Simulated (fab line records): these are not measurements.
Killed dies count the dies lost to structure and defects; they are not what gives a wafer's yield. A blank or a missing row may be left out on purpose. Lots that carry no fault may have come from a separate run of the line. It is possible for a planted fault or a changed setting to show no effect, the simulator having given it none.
What tool caused it? || flow rit cmos || Sampling: 7 lots, 21 wafers, 2 of 202 route steps

## WHAT THE GAUGES READ, wafer by wafer
RIT_PLDD_TW_MEAS_10.
{"lot": "L534", "measured": "day 3 10:44", "on": "film metro-02", "PLDD_TW": "2373 2376 2370"}
{"lot": "L536", "measured": "day 3 19:10", "on": "film metro-02", "PLDD_TW": "2359 2352 2370"}
{"lot": "L538", "measured": "day 4 02:23", "on": "film metro-03", "PLDD_TW": "2363 2367 2362"}
{"lot": "L541", "measured": "day 4 17:34", "on": "film metro-02", "PLDD_TW": "2643 2646 2633 2640 2628 2644"}
{"lot": "L543", "measured": "day 5 10:30", "on": "film metro-02", "PLDD_TW": "2635 2636 2631 2638 2640 2638"}
{"lot": "L551", "measured": "day 7 00:43", "on": "film metro-04", "PLDD_TW": "2338 2347 2343"}
{"lot": "L555", "measured": "day 7 18:02", "on": "film metro-03", "PLDD_TW": "2382 2371 2388"}

## TOOL THAT RAN EACH LOT (tool first, then ch and the chambers of the sampled wafers, then the start)
{"lot": "L534", "RIT_PLDD_IMPLANT_08": "implanter-01 ch 0, day 3 10:25"}
{"lot": "L536", "RIT_PLDD_IMPLANT_08": "implanter-03 ch 0, day 3 18:52"}
{"lot": "L538", "RIT_PLDD_IMPLANT_08": "implanter-04 ch 0, day 4 02:04"}
{"lot": "L541", "RIT_PLDD_IMPLANT_08": "implanter-04 ch 0, day 4 17:15"}
{"lot": "L543", "RIT_PLDD_IMPLANT_08": "implanter-04 ch 0, day 5 10:13"}
{"lot": "L551", "RIT_PLDD_IMPLANT_08": "implanter-01 ch 0, day 7 00:25"}
{"lot": "L555", "RIT_PLDD_IMPLANT_08": "implanter-03 ch 0, day 7 17:43"}
- RIT_PLDD_IMPLANT_08

## THE ANSWER, worked out from the rows above alone
Rule: the usual values come from the lots themselves. Put in order of their means at a reading, lots are off if they are a third of the lots or fewer, leave a main group of 4 or more, and stand apart from it by a gap of 3 or more times the standard deviation of the main group's means; of several such gaps the widest counts. The tables above print the reading to a certain number of digits; a main group whose means all agree to those digits is not used. Also off: a lot with no number at a reading for which 4 or more lots have one. All remaining lots with rows at the step are treated as sound.
Off: L541, L543, seen at RIT_PLDD_TW_MEAS_10 (PLDD_TW). Main group: mean 2364, sd 13.
If a tool, at a process step before that reading, ran all the lots that are off and no sound lot after the first of them, it fits. Those tools and the gauges at RIT_PLDD_TW_MEAS_10 are tried in the same way. This does not decide it: 2 tools fit, namely implanter-04 at RIT_PLDD_IMPLANT_08 and film metro-02 at RIT_PLDD_TW_MEAS_10.

## WHAT THE SIMULATOR HAD PUT IN
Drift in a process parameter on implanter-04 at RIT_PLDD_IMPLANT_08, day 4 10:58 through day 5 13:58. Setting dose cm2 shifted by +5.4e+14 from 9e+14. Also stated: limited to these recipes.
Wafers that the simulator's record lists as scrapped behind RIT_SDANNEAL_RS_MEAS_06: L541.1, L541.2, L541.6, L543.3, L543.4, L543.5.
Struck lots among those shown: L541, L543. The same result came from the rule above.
